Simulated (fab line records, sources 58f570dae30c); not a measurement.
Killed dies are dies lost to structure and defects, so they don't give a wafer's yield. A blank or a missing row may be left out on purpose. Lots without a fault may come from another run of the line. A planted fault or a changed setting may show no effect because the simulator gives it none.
fab line records | flow berkeley_cmos170
record lots=5 wafers=27
route steps=331 shown ACTIVE@72
start_h: hours from the record's first day to the start of the lot's first wafer shown | wait_h: hours since the lot's step before | " the same as in the row above | L1.1+2: a row that stands for several wafers | - no value, or no start given | * or withheld: withheld | < > ~ a bound
route shown NAME@n: a module of which the file shows steps, and the number in the route of the first | usual: mean/standard deviation of fault-free wafers | same: alike in all rows | chamber/n: place in a boat | sites: the reading at each site | _std_site: their standard deviation | _edge_site: outer sites' mean less inner sites' | radius_mm: how far each site lies from the wafer's centre | mask NAME#n: copy n | behind: the tool/chamber that last shaped the wafer | hold: why the lot was held/for how many hours/how that ended | device: the transistor (n, p or np) that didn't switch | end of line: the same wafers' tests at the end of the route | a step without rows: its recipe alone | killed: dies lost to structure and defects at the first sort, not the wafer's yield | map: a wafer's dies, x killed, . not, _ none there
set.NAME: the setting as run; set.NAME@STEP: as run at that earlier step | model.NAME: the simulator's own value behind a step, which no gauge read
lots whose settings were changed on purpose; a table a step, a row a wafer
## steps
# step UCB170_ACTIVE_DEVELOP_12
# recipe developer=TMAH develop_time_s=45 resist=KrF dev_temp_c=21
# columns lot.wafer tool chamber start_h wait_h set.develop_time_s
L078.1+2+3 litho_track-03 0 - - 26.47
L078.4+5+6 " 0 " " 45
L079.1+2+3 litho_track-02 0 - - 26.85
L079.4+5+6 " 0 " " 45
L081.1+4+5 litho_track-03 0 - - 60.59
L081.2+3+6 " 0 " " 45
L084.1+2+5 litho_track-01 0 - - 45
L084.3+4+6 " 0 " " 69.61
L082.2+3+4 litho_track-01 0 - - 45
# step UCB170_ACTIVE_CD_MEAS_13
# recipe target_cd_nm=1200
# usual cd_nm=1199.9/1.8
# columns lot.wafer tool chamber start_h wait_h set.develop_time_s@ACTIVE_DEVELOP_12 cd_nm
L078.1 cd_sem-02 - 107.65 - 26.47 1206.3
L078.2 " - " " 26.47 1205.7
L078.3 " - " " 26.47 1205.7
L078.4 " - " " 45 1202.3
L078.5 " - " " 45 1201.2
L078.6 " - " " 45 1201.9
L079.1 cd_sem-02 - 117.83 - 26.85 1206.3
L079.2 " - " " 26.85 1207.8
L079.3 " - " " 26.85 1206.3
L079.4 " - " " 45 1203.3
L079.5 " - " " 45 1202.9
L079.6 " - " " 45 1202.7
L081.1 cd_sem-02 - 127.99 - 60.59 1198.0
L081.2 " - " " 45 1200.2
L081.3 " - " " 45 1199.4
L081.4 " - " " 60.59 1198.9
L081.5 " - " " 60.59 1198.1
L081.6 " - " " 45 1201.1
L084.1 cd_sem-02 - 128.44 - 45 1200.8
L084.2 " - " " 45 1199.2
L084.3 " - " " 69.61 1198.4
L084.4 " - " " 69.61 1197.0
L084.5 " - " " 45 1199.8
L084.6 " - " " 69.61 1197.4
L082.2 cd_sem-01 - 128.85 - 45 1201.2
L082.3 " - " " 45 1199.9
L082.4 " - " " 45 1199.7
# step UCB170_ACTIVE_ETCH_15
# recipe chemistry=CH3F/Ar/O2 target=Si3N4 stop_on=SiO2 CH3F_flow_sccm=20 Ar_flow_sccm=50 O2_flow_sccm=7 pressure_mtorr=50 rf_w=450 target_depth_a=2420 over_etch_frac=0.1 time_s=151
# step UCB170_ACTIVE_STRIP_16
# recipe chemistry=O2 power_w=400 pressure_mtorr=3500 platen_temp_c=withheld o2_flow_sccm=400 overash_fraction=0.5
# step UCB170_ACTIVE_CD_MEAS_90
# recipe target_cd_nm=1200
# usual cd_nm=1199.8/1.7
# columns lot.wafer tool chamber start_h wait_h set.develop_time_s@ACTIVE_DEVELOP_12 cd_nm
L078.1 cd_sem-01 - 108.01 0.1 26.47 1206.8
L078.2 " - " " 26.47 1205.4
L078.3 " - " " 26.47 1206.3
L078.4 " - " " 45 1201.9
L078.5 " - " " 45 1200.8
L078.6 " - " " 45 1201.8
L079.1 cd_sem-01 - 118.18 0.1 26.85 1206.6
L079.2 " - " " 26.85 1208.1
L079.3 " - " " 26.85 1206.1
L079.4 " - " " 45 1203.0
L079.5 " - " " 45 1202.4
L079.6 " - " " 45 1202.3
L081.1 cd_sem-01 - 128.35 0.1 60.59 1197.9
L081.2 " - " " 45 1199.8
L081.3 " - " " 45 1199.8
L081.4 " - " " 60.59 1198.9
L081.5 " - " " 60.59 1198.6
L081.6 " - " " 45 1200.6
L084.1 cd_sem-02 - 128.88 0.1 45 1200.7
L084.2 " - " " 45 1199.0
L084.3 " - " " 69.61 1198.5
L084.4 " - " " 69.61 1196.6
L084.5 " - " " 45 1199.7
L084.6 " - " " 69.61 1197.5
L082.2 cd_sem-01 - 129.33 0.2 45 1200.9
L082.3 " - " " 45 1200.2
L082.4 " - " " 45 1199.8
## key
split step=UCB170_ACTIVE_DEVELOP_12 setting=develop_time_s stated=45 by=wafer
response step=UCB170_ACTIVE_CD_MEAS_13 reading=cd_nm change=-0.0684 per=1% r=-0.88
response step=UCB170_ACTIVE_CD_MEAS_90 reading=cd_nm change=-0.0729 per=1% r=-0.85
